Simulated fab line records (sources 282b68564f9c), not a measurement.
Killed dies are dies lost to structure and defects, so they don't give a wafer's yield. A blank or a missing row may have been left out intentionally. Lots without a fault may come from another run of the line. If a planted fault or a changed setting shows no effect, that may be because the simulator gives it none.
Which tool did it? || flow rit_cmos || Sampling: 13 lots, 38 wafers, 3 of 202 route steps

== WHAT EACH GAUGE READ, for each wafer ==
RIT_FOX2_THK_MEAS_01.
{"lot": "L482", "measured": "day 1 19:04", "on": "film_metro-04", "FOX2_OXIDE_THK (nm)": "349 355 354"}
{"lot": "L483", "measured": "day 1 23:59", "on": "film_metro-04", "FOX2_OXIDE_THK (nm)": "366 364 358"}
{"lot": "L485", "measured": "day 2 12:16", "on": "film_metro-02", "FOX2_OXIDE_THK (nm)": "350 358 354"}
{"lot": "L486", "measured": "day 2 15:49", "on": "film_metro-02", "FOX2_OXIDE_THK (nm)": "361 358 357"}
{"lot": "L487", "measured": "day 2 22:14", "on": "film_metro-03", "FOX2_OXIDE_THK (nm)": "350 355 351"}
{"lot": "L489", "measured": "day 3 08:54", "on": "film_metro-03", "FOX2_OXIDE_THK (nm)": "354 352 354"}
{"lot": "L491", "measured": "day 3 18:29", "on": "film_metro-04", "FOX2_OXIDE_THK (nm)": "341 339 341 339"}
{"lot": "L496", "measured": "day 4 19:17", "on": "film_metro-02", "FOX2_OXIDE_THK (nm)": "358 358 355"}
{"lot": "L499", "measured": "day 5 09:26", "on": "film_metro-04", "FOX2_OXIDE_THK (nm)": "350 352 357"}
{"lot": "L500", "measured": "day 5 14:10", "on": "film_metro-03", "FOX2_OXIDE_THK (nm)": "352 355 346"}
{"lot": "L501", "measured": "day 5 18:49", "on": "film_metro-03", "FOX2_OXIDE_THK (nm)": "348 349 355"}
{"lot": "L502", "measured": "day 5 23:44", "on": "film_metro-02", "FOX2_OXIDE_THK (nm)": "348 350 347"}
{"lot": "L505", "measured": "day 6 17:26", "on": "film_metro-04", "FOX2_OXIDE_THK (nm)": "356 349 353"}

RIT_FOX2_THK_MEAS_90.
{"lot": "L482", "measured": "day 1 20:42", "on": "film_metro-02", "FIELD_OXIDE_LEFT_1_THK (nm)": "322 328 328"}
{"lot": "L483", "measured": "day 2 00:52", "on": "film_metro-04", "FIELD_OXIDE_LEFT_1_THK (nm)": "339 337 330"}
{"lot": "L485", "measured": "day 2 13:13", "on": "film_metro-02", "FIELD_OXIDE_LEFT_1_THK (nm)": "323 330 327"}
{"lot": "L486", "measured": "day 2 16:41", "on": "film_metro-02", "FIELD_OXIDE_LEFT_1_THK (nm)": "334 330 330"}
{"lot": "L487", "measured": "day 2 23:07", "on": "film_metro-02", "FIELD_OXIDE_LEFT_1_THK (nm)": "322 328 323"}
{"lot": "L489", "measured": "day 3 09:46", "on": "film_metro-03", "FIELD_OXIDE_LEFT_1_THK (nm)": "327 324 327"}
{"lot": "L491", "measured": "day 4 02:46", "on": "film_metro-04", "FIELD_OXIDE_LEFT_1_THK (nm)": "313 311 313 311"}
{"lot": "L496", "measured": "day 4 20:10", "on": "film_metro-02", "FIELD_OXIDE_LEFT_1_THK (nm)": "330 330 327"}
{"lot": "L499", "measured": "day 5 10:18", "on": "film_metro-04", "FIELD_OXIDE_LEFT_1_THK (nm)": "323 325 330"}
{"lot": "L500", "measured": "day 5 15:02", "on": "film_metro-02", "FIELD_OXIDE_LEFT_1_THK (nm)": "324 327 318"}
{"lot": "L501", "measured": "day 5 19:46", "on": "film_metro-04", "FIELD_OXIDE_LEFT_1_THK (nm)": "320 321 327"}
{"lot": "L502", "measured": "day 6 00:41", "on": "film_metro-04", "FIELD_OXIDE_LEFT_1_THK (nm)": "321 323 319"}
{"lot": "L505", "measured": "day 6 18:23", "on": "film_metro-02", "FIELD_OXIDE_LEFT_1_THK (nm)": "329 322 326"}

== WHAT TOOL EACH LOT RAN ON (gives the tool, then ch and the chambers of the sampled wafers, and finally the start) ==
{"lot": "L482", "RIT_FOX2_OXIDATION_00": "furnace-01 ch 0, day 1 17:45"}
{"lot": "L483", "RIT_FOX2_OXIDATION_00": "furnace-03 ch 0, day 1 22:40"}
{"lot": "L485", "RIT_FOX2_OXIDATION_00": "furnace-03 ch 0, day 2 10:58"}
{"lot": "L486", "RIT_FOX2_OXIDATION_00": "furnace-03 ch 0, day 2 14:29"}
{"lot": "L487", "RIT_FOX2_OXIDATION_00": "furnace-03 ch 0, day 2 20:55"}
{"lot": "L489", "RIT_FOX2_OXIDATION_00": "furnace-01 ch 0, day 3 07:35"}
{"lot": "L491", "RIT_FOX2_OXIDATION_00": "furnace-01 ch 0, day 3 17:08"}
{"lot": "L496", "RIT_FOX2_OXIDATION_00": "furnace-03 ch 0, day 4 17:58"}
{"lot": "L499", "RIT_FOX2_OXIDATION_00": "furnace-03 ch 0, day 5 08:05"}
{"lot": "L500", "RIT_FOX2_OXIDATION_00": "furnace-03 ch 0, day 5 12:49"}
{"lot": "L501", "RIT_FOX2_OXIDATION_00": "furnace-04 ch 0, day 5 17:30"}
{"lot": "L502", "RIT_FOX2_OXIDATION_00": "furnace-03 ch 0, day 5 22:25"}
{"lot": "L505", "RIT_FOX2_OXIDATION_00": "furnace-03 ch 0, day 6 16:08"}
- RIT_FOX2_OXIDATION_00: target thk 350.7 nm, ox time 1130 s.

== AS READ BY THE TOOLS THEMSELVES (means over the sampled wafers that have a number; for cases with no such wafer, the mark the record gives instead) ==
RIT_FOX2_OXIDATION_00.
{"lot": "L482", "tool": "furnace-01", "spike_tc_centre_C (C)": 1101.5}
{"lot": "L483", "tool": "furnace-03", "spike_tc_centre_C (C)": 1102.1}
{"lot": "L485", "tool": "furnace-03", "spike_tc_centre_C (C)": 1101.1}
{"lot": "L486", "tool": "furnace-03", "spike_tc_centre_C (C)": 1101.2}
{"lot": "L487", "tool": "furnace-03", "spike_tc_centre_C (C)": 1101.4}
{"lot": "L489", "tool": "furnace-01", "spike_tc_centre_C (C)": 1102.7}
{"lot": "L491", "tool": "furnace-01", "spike_tc_centre_C (C)": 1101.5}
{"lot": "L496", "tool": "furnace-03", "spike_tc_centre_C (C)": 1101.1}
{"lot": "L499", "tool": "furnace-03", "spike_tc_centre_C (C)": 1102.3}
{"lot": "L500", "tool": "furnace-03", "spike_tc_centre_C (C)": 1101.4}
{"lot": "L501", "tool": "furnace-04", "spike_tc_centre_C (C)": 1101.6}
{"lot": "L502", "tool": "furnace-03", "spike_tc_centre_C (C)": 1101.6}
{"lot": "L505", "tool": "furnace-03", "spike_tc_centre_C (C)": 1101.3}

== THE ANSWER, worked out from the rows above alone ==
Rule: the lots themselves supply what counts as usual. The widest of any qualifying gaps counts: lots, ordered by their means at a reading, are off when they make up no more than a third of the lots, leave a main group of 4 or more, and stand apart from it by 3 or more times the standard deviation of that group's means. A main group is skipped when, at the precision printed for the reading in the tables above, its means are all equal. A lot without any number at a reading at which 4 lots or more have one is off too. The other lots that the step has rows for count as sound. First the gauges in route order, then the tools' own readings, where a lot's mean is used as printed above. The first step at which some lot is off is used, and at that step the reading that is off furthest; a lot without a number counts as furthest.
Nothing can be told from this: no lot is off at any reading shown.

== WHAT THE SIMULATOR PUT IN ==
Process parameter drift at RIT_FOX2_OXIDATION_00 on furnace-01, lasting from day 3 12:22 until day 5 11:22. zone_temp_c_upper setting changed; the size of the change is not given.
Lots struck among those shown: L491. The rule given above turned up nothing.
